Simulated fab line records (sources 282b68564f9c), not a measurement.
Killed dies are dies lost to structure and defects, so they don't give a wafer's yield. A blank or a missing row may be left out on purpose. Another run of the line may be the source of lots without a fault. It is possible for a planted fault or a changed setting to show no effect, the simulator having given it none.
Which of the tools did it? | flow rit-cmos | Sampling: 11 lots, 33 wafers, 6 of 202 route steps

WHAT THE GAUGES SHOWED, per wafer
RIT_ACTIVE_BOW_MEAS_00. Usual: INCOMING_BOW typically reads 0 um, with standard deviation 6.8.
lot  | measured    | on            | INCOMING_BOW (um) | flag
L924 | day 1 10:02 | film-metro-02 | 6 -4 -13          |
L925 | day 1 15:00 | film-metro-03 | 5 6 10            |
L926 | day 1 20:00 | film-metro-02 | -8 6 4            |
L927 | day 2 01:00 | film-metro-03 | -7 16 4           |
L930 | day 2 16:00 | film-metro-04 | -5 -1 4           |
L934 | day 3 12:00 | film-metro-03 | -13 0 0           |
L935 | day 3 17:01 | film-metro-02 | 10 -2 9           |
L936 | day 3 22:01 | film-metro-04 | 15 6 6            |
L939 | day 4 13:00 | film-metro-03 | -4 6 -4           |
L945 | day 5 19:00 | film-metro-03 | 3 2 0             |
L947 | day 6 05:01 | film-metro-02 | 3 -3 0            |

RIT_NSD_TW_MEAS_10. Usual: NSD_TW typically reads 3173, with standard deviation 18.
lot  | measured    | on            | NSD_TW         | flag
L924 | day 3 02:56 | film-metro-02 | 3187 3152 3164 |
L925 | day 3 09:47 | film-metro-04 | 3184 3179 3173 |
L926 | day 3 12:23 | film-metro-03 | 3181 3184 3168 |
L927 | day 3 15:24 | film-metro-02 | 3173 3151 3166 |
L930 | day 4 10:00 | film-metro-02 | 3167 3168 3157 |
L934 | day 5 06:15 | film-metro-03 | 3011 2994 3011 | OFF
L935 | day 5 14:37 | film-metro-02 | 3008 3009 3007 | OFF
L936 | day 5 18:37 | film-metro-02 | 3167 3179 3185 |
L939 | day 6 09:34 | film-metro-04 | 3192 3197 3186 |
L945 | day 7 14:37 | film-metro-02 | 3171 3181 3191 |
L947 | day 7 22:58 | film-metro-03 | 3144 3132 3148 |

RIT_SDANNEAL_RS_MEAS_05: measures by four-point-probe. Usual: NSD_RS typically reads 84.71 ohm/sq, with standard deviation 0.27.
lot  | measured    | on            | NSD_RS (ohm/sq)   | flag
L924 | day 3 05:01 | film-metro-03 | 84.54 84.39 84.53 |
L925 | day 3 11:49 | film-metro-04 | 84.99 85.13 84.88 |
L926 | day 3 14:25 | film-metro-02 | 84.43 84.51 84.23 |
L927 | day 3 17:52 | film-metro-03 | 84.69 84.75 84.82 |
L930 | day 4 12:07 | film-metro-04 | 85.04 85.07 85.17 |
L934 | day 5 08:29 | film-metro-03 | 86.19 86.14 86.41 | OFF
L935 | day 5 16:42 | film-metro-02 | 86.70 86.71 86.60 | OFF
L936 | day 5 20:39 | film-metro-02 | 84.91 84.92 84.69 |
L939 | day 6 11:36 | film-metro-03 | 84.74 85.04 84.97 |
L945 | day 7 16:49 | film-metro-04 | 85.05 85.13 85.14 |
L947 | day 8 01:04 | film-metro-03 | 85.00 85.11 84.83 |

RIT_CONTACT_OVL_MEAS_09. Usual: CONTACT_OVL typically reads 0.5 nm, with standard deviation 1.1.
lot  | measured    | on         | CONTACT_OVL (nm) | flag
L924 | day 3 07:04 | overlay-02 | 1.7 0.5 0.4      |
L925 | day 3 13:53 | overlay-01 | -0.1 1.9 -1.6    |
L926 | day 3 16:29 | overlay-01 | 1.2 1.0 2.0      |
L927 | day 3 20:10 | overlay-02 | 1.1 0.4 -0.9     |
L930 | day 4 14:14 | overlay-02 | -1.0 0.2 1.1     |
L934 | day 5 10:42 | overlay-02 | 1.8 0.6 1.3      |
L935 | day 5 18:46 | overlay-01 | 0.0 1.5 0.6      |
L936 | day 5 23:01 | overlay-01 | 1.0 0.8 1.0      |
L939 | day 6 13:47 | overlay-02 | 0.8 -0.5 -0.6    |
L945 | day 7 19:04 | overlay-02 | -0.8 -1.3 -0.4   |
L947 | day 8 03:15 | overlay-02 | 0.6 0.4 1.1      |

WHAT TOOL EACH LOT RAN ON (gives the tool, then ch and the chambers of the sampled wafers, and finally the start)
lot  | RIT_NSD_IMPLANT_08             | RIT_PSD_STRIP_09
L924 | implanter-04 ch 0, day 3 02:38 | plasma-asher-03 ch 0,1, day 3 04:15
L925 | implanter-04 ch 0, day 3 09:28 | plasma-asher-01 ch 0,1, day 3 11:02
L926 | implanter-01 ch 0, day 3 12:04 | plasma-asher-03 ch 0,1, day 3 13:38
L927 | implanter-01 ch 0, day 3 15:05 | plasma-asher-01 ch 1, day 3 17:01
L930 | implanter-01 ch 0, day 4 09:41 | plasma-asher-02 ch 0,1, day 4 11:19
L934 | implanter-01 ch 0, day 5 05:56 | plasma-asher-01 ch 0,1, day 5 07:37
L935 | implanter-01 ch 0, day 5 14:09 | plasma-asher-01 ch 0,1, day 5 15:54
L936 | implanter-04 ch 0, day 5 18:18 | plasma-asher-01 ch 0,1, day 5 19:51
L939 | implanter-04 ch 0, day 6 09:15 | plasma-asher-01 ch 0,1, day 6 10:49
L945 | implanter-04 ch 0, day 7 14:18 | plasma-asher-01 ch 0,1, day 7 16:01
L947 | implanter-04 ch 0, day 7 22:40 | plasma-asher-02 ch 0,1, day 8 00:13
- RIT_NSD_IMPLANT_08
- RIT_PSD_STRIP_09: strips in O2, time 180 s.

AS READ BY THE TOOLS THEMSELVES (means over the sampled wafers that have a number; for cases with no such wafer, the mark the record gives instead)
RIT_NSD_IMPLANT_08. Usual: beam-energy-keV 25.000, standard deviation 0.0069; dose-ions-cm2 9.998e+14, standard deviation 1.1e+12; faraday-current-uA 3134, standard deviation 61.
lot  | tool         | beam-energy-keV | dose-ions-cm2 | faraday-current-uA | flag
L924 | implanter-04 | 25.008          | 9.992e+14     | 3135               |
L925 | implanter-04 | 24.998          | 1.000e+15     | 3177               |
L926 | implanter-01 | 24.995          | 9.985e+14     | 3100               |
L927 | implanter-01 | 25.004          | 9.990e+14     | 3137               |
L930 | implanter-01 | 25.001          | 9.997e+14     | 3108               |
L934 | implanter-01 | 20.501          | 9.989e+14     | 3095               | OFF
L935 | implanter-01 | 20.489          | 1.000e+15     | 3149               | OFF
L936 | implanter-04 | 25.000          | 9.996e+14     | 3197               |
L939 | implanter-04 | 25.005          | 1.000e+15     | 3069               |
L945 | implanter-04 | 24.995          | 1.000e+15     | 3133               |
L947 | implanter-04 | 25.002          | 9.982e+14     | 3117               |

RIT_PSD_STRIP_09. Usual: drypump-motor-current-A at 5.8 A, with a standard deviation of 0.57.
lot  | tool            | drypump-motor-current-A (A) | flag
L924 | plasma-asher-03 | 5.9                         |
L925 | plasma-asher-01 | 6.1                         |
L926 | plasma-asher-03 | 5.4                         |
L927 | plasma-asher-01 | 6.5                         |
L930 | plasma-asher-02 | 5.7                         |
L934 | plasma-asher-01 | 6.1                         |
L935 | plasma-asher-01 | 5.6                         |
L936 | plasma-asher-01 | 6.1                         |
L939 | plasma-asher-01 | 6.1                         |
L945 | plasma-asher-01 | 6.1                         |
L947 | plasma-asher-02 | 5.7                         |

THE ANSWER, worked out from the rows above alone
Rule: a lot is off if the mean of its wafers that have a number lies more than 3 standard deviations from the usual mean. A lot without any number at a reading at which 4 lots or more have one is off too. Any other lot the step has rows for is counted as sound. After the gauges, taken in route order, come the tools' own readings; for these a lot's mean is taken, as printed above. The first step at which some lot is off is used, and at that step the reading that is off furthest; a lot without a number counts as furthest.
Off: at RIT_NSD_TW_MEAS_10 (NSD_TW), L934, L935.
A tool fits if, at a process step before that reading, it ran every lot that is off, and no sound lot after the first of them. The gauges at RIT_NSD_TW_MEAS_10 aren't tried: what is off there is off at RIT_NSD_IMPLANT_08 too, on other tools, and a gauge's error can't cause that. One fits: RIT_NSD_IMPLANT_08 on implanter-01. A fault onset in the window from L930 (day 4 09:41, its last sound lot) to L934 (day 5 05:56, its first lot off) fits.
The tool's own readings at RIT_NSD_IMPLANT_08 bear it out: on the lots that are off they differ by more than 5 times the standard deviation of the sound lots' means. beam-energy-keV reads 20.495 there against 25.001 on the sound lots.

WHAT WAS PUT IN BY THE SIMULATOR
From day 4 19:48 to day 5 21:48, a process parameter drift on implanter-01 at RIT_NSD_IMPLANT_08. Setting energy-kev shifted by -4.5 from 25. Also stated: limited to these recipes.
Shown lots that were struck: L934, L935. The rule above found the same.
